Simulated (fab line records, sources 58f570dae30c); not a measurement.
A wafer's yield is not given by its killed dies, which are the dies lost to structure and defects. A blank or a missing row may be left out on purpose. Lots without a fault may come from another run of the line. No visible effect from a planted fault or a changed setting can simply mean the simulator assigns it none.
8D (eight disciplines) problem report, filled in by code	flow berkeley cmos170	the parts of the form that need people (team, actions taken, sign-off) are left out

== 1. THE ISSUE ==
NWELL_NITRIDE_THK at UCB170_NWELL_THK_MEAS_05 reads a mean of 237.5 nm on 3 wafers of 1 lot; wafers without a fault read 224.6 nm with a standard deviation of 1.8. Relative to the usual mean, that is a shift of +7.1 standard deviations.
The first sign was on wafer L885.2 at day 5 00:04, on film metro-03. Wafers with a number at this step in the record: 39, from 13 lots. By rule, "out" or "out of limits" means more than 4 standard deviations away from the usual mean. The other wafers with a number count as sound.

== 2. WHAT IT IS, AND WHAT IT ISN'T ==
question	is	is not
which readings at this step	NWELL_NITRIDE_THK	-
which lots	L885	L872, L873, L874, L875, L876, L877, L879, L880, L886, L887, L888, L889
which wafers of those lots	all that have a number	-
read on which gauges	film metro-03	film metro-01, film metro-04
when	from day 5 00:04	up to then (24 sound wafers); but 12 sound wafers of L886, L887, L888, L889 came after

== 3. WHAT RULES OUT EACH SUSPECT ==
Counting: a tool stays on the suspect list if, at a process step up to the reading, it processed all lots that are out and no sound lot following the first of them.
- the gauge at UCB170_NWELL_THK_MEAS_05 has been ruled out. All the wafers that are out were read on film metro-03, but those of them that UCB170_NWELL_CVD_04 has rows for are out there too, on other tools.
- lpcvd-02 at UCB170_NWELL_CVD_04 (deposits Si3N4 from SiH2Cl2/NH3, target thk 224 nm, time 3360 s): kept. It ran the lot that is out, L885 (day 4 22:07), and no sound lot after that; its last sound lot up to then is L879 (day 4 02:52). Its own sih2cl2 flow sccm readings are out on those wafers.
Remaining after the count: lpcvd-02 at UCB170_NWELL_CVD_04.

== 4. THE CAUSE (what the simulator had put in) ==
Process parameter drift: lpcvd-02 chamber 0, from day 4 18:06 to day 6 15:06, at UCB170_NWELL_CVD_04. From 25, the setting sih2cl2 flow sccm moved by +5. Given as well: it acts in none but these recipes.
After counting, this tool was the only one left.

== 5. THE EFFECT CHAIN, in route order ==
Rows list readings where the struck wafers' mean (over those with a number) sits beyond 3 standard deviations from the usual. Readings are gone through only where the record gives a usual standard deviation; hours: the median, over the lots, of the time from a lot's start at the first step in this table giving one to that lot's start at this step; sigmas: the change measured in usual standard deviations.
hours	step	reading	usual	on struck wafers	change	sigmas
0	UCB170_NWELL_CVD_04	sih2cl2 flow sccm	25.00 sccm	29.90	+4.90	+74
2	UCB170_NWELL_THK_MEAS_05	NWELL_NITRIDE_THK	224.6 nm	237.5	+12.9	+7.1
It contains these process steps:
- UCB170_NWELL_CVD_04: deposits Si3N4 from SiH2Cl2/NH3, target thk 224 nm, time 3360 s.
Later steps that measure or inspect, where all struck wafers having a row at the step show a number for every such reading and not one has moved that far: UCB170_M3_THK_MEAS_03.

== 6. HOW IT WOULD HAVE BEEN CAUGHT EARLIER ==
Counted from the fault's start at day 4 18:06, it took 6 hours until the first out-of-limits reading at a measuring or inspecting step in this record, taken at day 5 00:04.
At UCB170_NWELL_CVD_04, the tool's own readings (sih2cl2 flow sccm) were out on each struck wafer the step has a row for, so an alarm limit on them would have fired on the first such wafer.
The start of UCB170_NWELL_CVD_04 on lpcvd-02 came by day 5 00:04 for every one of the lots that are out (1). Had the tool been put on hold then, not one of them would have been saved.
